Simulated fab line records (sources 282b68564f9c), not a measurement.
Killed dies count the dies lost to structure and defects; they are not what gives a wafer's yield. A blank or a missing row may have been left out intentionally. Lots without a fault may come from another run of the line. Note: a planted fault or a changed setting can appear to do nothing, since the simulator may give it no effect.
A lot that was struck, set against a sound lot :: flow rit-cmos :: 43 out of 202 route steps
Sound: the wafers L141.1, L141.4, L141.5. Struck: wafers L155.3, L155.5 (left out: L155.6, a lot-mate that was not struck); the cause follows at the end.
Order at every step that has rows: each side's tool, ch and its chambers, its first start. Under that, the readings that differ: sound wafers :: struck wafers :: difference of the means :: sigmas: that difference in standard deviations of wafers without a fault.
alike: readings whose means differ by less than 2 such deviations, and words and numbers that are the same on both sides. not compared: withheld readings, readings that some wafer has no value for, bounds like >300 that may hide the same value, and numbers for which the record gives no deviation and whose values overlap.
The two part at a step that has a row with sigmas, a row that says differs or no value, or rows on one side only. Numbers that have no deviation but don't overlap get no sigmas and don't part them. A reading missing from all wafers of one side parts the sides only when that side holds two or more wafers.

first, 1 step without rows for these wafers: RIT_ACTIVE_OXIDATION_01 (target thk 46.8 nm, ox time 3288 s).
RIT_ACTIVE_THK_MEAS_02:
  sound on film-metro-04 at day 1 17:29; struck on film-metro-02 at day 4 16:03
  alike: ACTIVE_OXIDE_THK
then, 1 step without rows for these wafers: RIT_ACTIVE_CVD_03 (deposits Si3N4 from SiH2Cl2/NH3, target thk 150 nm, time 1500 s).
RIT_ACTIVE_THK_MEAS_04:
  sound on film-metro-02 at day 1 18:58; struck on film-metro-03 at day 4 18:13
  alike: ACTIVE_NITRIDE_THK
then, 6 steps without rows for these wafers: RIT_ACTIVE_HMDS_05 (prime time 60 s); RIT_ACTIVE_COAT_06 (resist thk 1000 nm); RIT_ACTIVE_SOFTBAKE_07 (time 60 s); RIT_ACTIVE_EXPOSE_08 (exposes mask M1, target cd 1400 nm); RIT_ACTIVE_PEB_09; RIT_ACTIVE_DEVELOP_10 (develop time 50 s).
RIT_ACTIVE_CD_MEAS_11: the cd target is 1400 nm.
  sound on cd-sem-02 at day 1 20:02; struck on cd-sem-01 at day 4 19:08
  alike: cd-nm
then, 1 step without rows for these wafers: RIT_ACTIVE_HARDBAKE_12 (time 60 s).
RIT_ACTIVE_ETCH_13: etches Si3N4 in SF6, stops on SiO2, time 210 s, target depth 210 nm.
  sound on rie-diel-03 ch 0,3, day 1 20:18; struck on rie-diel-02 ch 0, day 4 19:22
reading: oes-product-au (a.u.)
sound: 0.828 0.841 0.843
struck: 0.807 0.799
difference: -0.034
sigmas: -3
  alike: drypump-motor-current-A, throttle-valve-pct
  not compared: rf-hours-counter-h
RIT_ACTIVE_STRIP_14: strips in O2, time 180 s.
  sound on plasma-asher-02 ch 0,1, day 1 20:26; struck on plasma-asher-03 ch 0,1, day 4 19:34
  alike: drypump-motor-current-A
  not compared: rf-hours-counter-h
RIT_ACTIVE_CD_MEAS_90: the cd target is 1400 nm.
  sound on cd-sem-02 at day 1 20:37; struck on cd-sem-01 at day 4 19:43
  alike: cd-nm
then, 4 steps without rows for these wafers: RIT_ACTIVE_CLEAN_15 (cleans in SC1, time 600 s); RIT_ACTIVE_CLEAN_16 (cleans in dHF, time 30 s); RIT_ACTIVE_CLEAN_17 (cleans in SC2, time 600 s); RIT_FOX1_OXIDATION_00 (target thk 350.7 nm, ox time 1130 s).
RIT_FOX1_THK_MEAS_01:
  sound on film-metro-01 at day 1 23:37; struck on film-metro-01 at day 4 22:28
  alike: FOX1_OXIDE_THK
then, 2 steps without rows for these wafers: RIT_FOX1_WET_ETCH_02 (etches SiO2 in BOE, target depth 350 nm, time 390 s); RIT_FOX2_OXIDATION_00 (target thk 350.7 nm, ox time 1130 s).
RIT_FOX2_THK_MEAS_01:
  sound on film-metro-02 at day 2 01:11; struck on film-metro-02 at day 4 23:57
reading: FOX2_OXIDE_THK (nm)
sound: 365 366 362
struck: 347 345
difference: -18
sigmas: -3
then, 2 steps without rows for these wafers: RIT_FOX2_CLEAN_02 (cleans in dHF, time 180 s); RIT_FOX2_WET_ETCH_03 (etches Si3N4 in H3PO4, target depth 195 nm, time 2700 s).
RIT_FOX2_THK_MEAS_90:
  sound on film-metro-01 at day 2 02:04; struck on film-metro-02 at day 5 00:50
reading: FIELD_OXIDE_LEFT_1_THK (nm)
sound: 337 338 334
struck: 321 319
difference: -16
sigmas: -3
then, 6 steps without rows for these wafers: RIT_NWELL_HMDS_00 (prime time 60 s); RIT_NWELL_COAT_01 (resist thk 1300 nm); RIT_NWELL_SOFTBAKE_02 (time 60 s); RIT_NWELL_EXPOSE_03 (exposes mask M2, target cd 43900 nm); RIT_NWELL_PEB_04; RIT_NWELL_DEVELOP_05 (develop time 68 s).
RIT_NWELL_OVL_MEAS_06:
  sound on overlay-02 at day 2 03:00; struck on overlay-01 at day 5 01:53
  alike: NWELL_OVL
then, 2 steps without rows for these wafers: RIT_NWELL_HARDBAKE_07 (time 120 s); RIT_NWELL_IMPLANT_08.
RIT_NWELL_STRIP_09: strips in O2, time 180 s.
  sound on plasma-asher-02 ch 1, day 2 03:26; struck on plasma-asher-04 ch 0,1, day 5 02:22
reading: drypump-motor-current-A (A)
sound: 5.9 5.9 5.9
struck: 5.5 5.0
difference: -0.7
sigmas: -2
  not compared: rf-hours-counter-h
RIT_NWELL_TW_MEAS_10:
  sound on film-metro-02 at day 2 03:37; struck on film-metro-02 at day 5 02:31
  alike: NWELL_TW
then, 5 steps without rows for these wafers: RIT_PWELL_HMDS_00 (prime time 60 s); RIT_PWELL_COAT_01 (resist thk 1300 nm); RIT_PWELL_SOFTBAKE_02 (time 60 s); RIT_PWELL_EXPOSE_03 (exposes mask M3, target cd 43700 nm); RIT_PWELL_PEB_04.
RIT_M1_PROBE_99:
  sound on prober-01 at day 3 18:29; struck on prober-01 at day 6 16:29
reading: killed_at_M0_to_M3
sound: 0 0 0
struck: 0 1
difference: +0
sigmas: +4

reading: killed-at-front-end
sound: 3 2 9
struck: 38 29
difference: +29
sigmas: +9

reading: killed-dies
sound: 3 2 9
struck: 38 30
difference: +29
sigmas: +9
  alike: killed-at-contacts, killed-open, killed-short

## WHERE THEY PART
Earliest at RIT_ACTIVE_ETCH_13; latest, in this record, at RIT_M1_PROBE_99.

WHY: what the simulator had put in
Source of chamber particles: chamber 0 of rie-diel-02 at RIT_ACTIVE_ETCH_13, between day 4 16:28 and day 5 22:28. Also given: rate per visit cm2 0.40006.
